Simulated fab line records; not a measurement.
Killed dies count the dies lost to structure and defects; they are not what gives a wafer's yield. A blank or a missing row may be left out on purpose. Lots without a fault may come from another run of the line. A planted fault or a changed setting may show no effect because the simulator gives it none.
Which of the tools did it? | flow berkeley-cmos170 | 14 lots with 42 wafers sampled at 4 steps, on a route of 331 steps

## WHAT EACH GAUGE READ, for each wafer
The record holds no reading of a measuring or inspecting step that can be judged against a usual standard deviation.

## WHAT TOOL EACH LOT RAN ON (gives the tool, then ch and the chambers of the sampled wafers, and finally the start)
lot  | UCB170_V1_ETCH_14                  | UCB170_V1_STRIP_15                   | UCB170_M2_SPUTTER_01         | UCB170_M2_PEB_13
L324 | rie-diel-03 ch 0,1, day 7 18:18    | plasma-asher-03 ch 0,1, day 7 18:31  | pvd-sputter-01, day 7 18:46  | litho-track-02 ch 0, day 7 21:53
L326 | rie-diel-03 ch 0,1,2, day 8 14:47  | plasma-asher-03 ch 0,1, day 8 14:58  | pvd-sputter-04, day 8 15:14  | litho-track-01 ch 0, day 8 16:57
L327 | rie-diel-02 ch 0,2,3, day 8 15:53  | plasma-asher-02 ch 0,1, day 8 16:06  | pvd-sputter-01, day 8 16:22  | litho-track-04 ch 0, day 8 18:09
L325 | rie-diel-02 ch 0,2,3, day 8 16:58  | plasma-asher-02 ch 0,1, day 8 17:08  | pvd-sputter-01, day 8 17:25  | litho-track-01 ch 0, day 8 19:08
L329 | rie-diel-02 ch 0,1,3, day 8 21:26  | plasma-asher-03 ch 0,1, day 8 21:38  | pvd-sputter-01, day 8 21:53  | litho-track-02 ch 0, day 9 00:04
L328 | rie-diel-02 ch 0,3, day 8 22:50    | plasma-asher-03 ch 0,1, day 8 23:01  | pvd-sputter-01, day 8 23:19  | litho-track-01 ch 0, day 9 03:31
L333 | rie-diel-01 ch 0,2,3, day 10 12:02 | plasma-asher-04 ch 0,1, day 10 12:13 | pvd-sputter-01, day 10 12:30 | litho-track-02 ch 0, day 10 14:26
L334 | rie-diel-02 ch 1,2,3, day 10 13:23 | plasma-asher-03 ch 0,1, day 10 13:34 | pvd-sputter-04, day 10 13:51 | litho-track-01, day 10 15:51
L337 | rie-diel-01 ch 0,1,2, day 11 02:05 | plasma-asher-04 ch 0,1, day 11 02:16 | pvd-sputter-01, day 11 02:33 | litho-track-02, day 11 05:37
L335 | rie-diel-03 ch 0,1,3, day 11 06:16 | plasma-asher-04 ch 0,1, day 11 06:26 | pvd-sputter-01, day 11 06:44 | litho-track-02 ch 0, day 11 10:43
L344 | rie-diel-02 ch 1,2, day 12 04:46   | plasma-asher-02 ch 0,1, day 12 04:56 | pvd-sputter-02, day 12 05:14 | litho-track-02 ch 0, day 12 08:43
L345 | rie-diel-02 ch 0,1,3, day 12 07:10 | plasma-asher-02 ch 0,1, day 12 07:20 | pvd-sputter-01, day 12 07:38 | litho-track-02 ch 0, day 12 10:35
L347 | rie-diel-02 ch 0,1, day 12 22:32   | plasma-asher-04 ch 0,1, day 12 22:43 | pvd-sputter-01, day 12 22:59 | litho-track-04 ch 0, day 13 01:02
L346 | rie-diel-03 ch 1,3, day 13 01:31   | plasma-asher-02 ch 0,1, day 13 01:42 | pvd-sputter-04, day 13 01:59 | litho-track-04 ch 0, day 13 05:41
- UCB170_V1_ETCH_14: etches SiO2 in CHF3/CF4/Ar, stops on Al, target depth 1250 nm, time 291 s.
- UCB170_V1_STRIP_15: strips in O2.
- UCB170_M2_SPUTTER_01: material Al, target thk 900 nm, time 120 s.
- UCB170_M2_PEB_13

## WHAT THE TOOLS THEMSELVES READ (means of the sampled wafers that have a number; where no wafer has one, the mark that the record gives instead)
UCB170_V1_ETCH_14. Usual: drypump-motor-current-A 5.8 A, standard deviation 0.39; oes-product-au 0.871 a.u., standard deviation 0.014; rf-fwd-power-W 698.0 W, standard deviation 2; throttle-valve-pct 6.93 %, standard deviation 0.13.
lot  | tool        | drypump-motor-current-A (A) | oes-product-au (a.u.) | rf-fwd-power-W (W) | throttle-valve-pct (%) | flag
L324 | rie-diel-03 | 6.2                         | 0.890                 | 698.8              | 6.95                   |
L326 | rie-diel-03 | 5.9                         | 0.883                 | 699.3              | 6.94                   |
L327 | rie-diel-02 | 5.7                         | 0.861                 | 696.8              | 6.93                   |
L325 | rie-diel-02 | 5.7                         | 0.865                 | 697.2              | 6.94                   |
L329 | rie-diel-02 | 5.8                         | 0.871                 | 697.1              | 6.85                   |
L328 | rie-diel-02 | 5.6                         | 0.857                 | 698.3              | 6.84                   |
L333 | rie-diel-01 | 6.0                         | 0.864                 | 697.6              | 7.07                   |
L334 | rie-diel-02 | 5.6                         | 0.862                 | 699.1              | 6.82                   |
L337 | rie-diel-01 | 6.3                         | 0.858                 | 697.5              | 6.98                   |
L335 | rie-diel-03 | 6.0                         | 0.880                 | 699.6              | 6.90                   |
L344 | rie-diel-02 | 5.8                         | 0.866                 | 698.0              | 6.84                   |
L345 | rie-diel-02 | 5.8                         | 0.873                 | 696.9              | 6.86                   |
L347 | rie-diel-02 | 5.9                         | 0.873                 | 696.0              | 6.88                   |
L346 | rie-diel-03 | 6.2                         | 0.881                 | 696.5              | 6.95                   |

UCB170_V1_STRIP_15. Usual: drypump-motor-current-A 5.2 A, standard deviation 0.35; oes-product-au 0.722 a.u., standard deviation 0.0047; strip-time-to-endpoint-s 15.47 s, standard deviation 0.092.
lot  | tool            | drypump-motor-current-A (A) | oes-product-au (a.u.) | strip-time-to-endpoint-s (s) | flag
L324 | plasma-asher-03 | 4.9                         | 0.727                 | 15.55                        |
L326 | plasma-asher-03 | 4.9                         | 0.722                 | 15.38                        |
L327 | plasma-asher-02 | 5.3                         | 0.723                 | 15.42                        |
L325 | plasma-asher-02 | 5.3                         | 0.723                 | 15.46                        |
L329 | plasma-asher-03 | 4.9                         | 0.727                 | 15.49                        |
L328 | plasma-asher-03 | 4.9                         | 0.722                 | 15.56                        |
L333 | plasma-asher-04 | 5.4                         | 0.721                 | 15.40                        |
L334 | plasma-asher-03 | 4.9                         | 0.721                 | 15.40                        |
L337 | plasma-asher-04 | 5.0                         | 0.718                 | 15.57                        |
L335 | plasma-asher-04 | 5.4                         | 0.721                 | 15.49                        |
L344 | plasma-asher-02 | 5.5                         | 0.721                 | 15.59                        |
L345 | plasma-asher-02 | 5.5                         | 0.721                 | 15.59                        |
L347 | plasma-asher-04 | 5.1                         | 0.724                 | 15.39                        |
L346 | plasma-asher-02 | 5.4                         | 0.724                 | 15.43                        |

UCB170_M2_SPUTTER_01. Usual: throttle-valve-pct 30.8 %, standard deviation 1.1.
lot  | tool           | throttle-valve-pct (%) | flag
L324 | pvd-sputter-01 | 31.5                   |
L326 | pvd-sputter-04 | 30.1                   |
L327 | pvd-sputter-01 | 30.4                   |
L325 | pvd-sputter-01 | 30.7                   |
L329 | pvd-sputter-01 | 31.0                   |
L328 | pvd-sputter-01 | 30.3                   |
L333 | pvd-sputter-01 | 31.0                   |
L334 | pvd-sputter-04 | 29.8                   |
L337 | pvd-sputter-01 | 30.2                   |
L335 | pvd-sputter-01 | 30.8                   |
L344 | pvd-sputter-02 | 30.9                   |
L345 | pvd-sputter-01 | 31.7                   |
L347 | pvd-sputter-01 | 30.9                   |
L346 | pvd-sputter-04 | 30.7                   |

UCB170_M2_PEB_13. Usual: chill-plate-temp-C 22.98 C, standard deviation 0.11; exhaust-pa 45.0 Pa, standard deviation 0.85.
lot  | tool           | chill-plate-temp-C (C) | exhaust-pa (Pa) | flag
L324 | litho-track-02 | 23.09                  | 45.0            |
L326 | litho-track-01 | 22.87                  | 45.2            |
L327 | litho-track-04 | 23.09                  | 44.0            |
L325 | litho-track-01 | 22.96                  | 45.2            |
L329 | litho-track-02 | 22.78                  | 46.5            |
L328 | litho-track-01 | 23.00                  | 45.0            |
L333 | litho-track-02 | 23.00                  | 45.4            |
L334 | litho-track-01 | -                      | -               | OFF
L337 | litho-track-02 | -                      | -               | OFF
L335 | litho-track-02 | 22.90                  | 43.7            |
L344 | litho-track-02 | 22.99                  | 44.1            |
L345 | litho-track-02 | 22.99                  | 45.0            |
L347 | litho-track-04 | 23.05                  | 44.6            |
L346 | litho-track-04 | 23.02                  | 44.7            |

## THE ANSWER, worked out from the rows above alone
Rule: lot off if the mean of its wafers having a number is beyond 3 standard deviations from the usual mean. A lot without any number at a reading at which 4 lots or more have one is off too. Any other lot the step has rows for is counted as sound. First the gauges in route order, then the tools' own readings, where a lot's mean is used as printed above. At the first step where some lot is off, the reading lying furthest off is the one used; lots without a number count as furthest.
Off at UCB170_M2_PEB_13 (chill-plate-temp-C): L334, L337. Without a number there: L334, L337.
A tool fits if, at that step or a process step before it, it ran every lot that is off, and no sound lot after the first of them. Not one of the candidates tried fits.

## WHAT THE SIMULATOR PUT IN
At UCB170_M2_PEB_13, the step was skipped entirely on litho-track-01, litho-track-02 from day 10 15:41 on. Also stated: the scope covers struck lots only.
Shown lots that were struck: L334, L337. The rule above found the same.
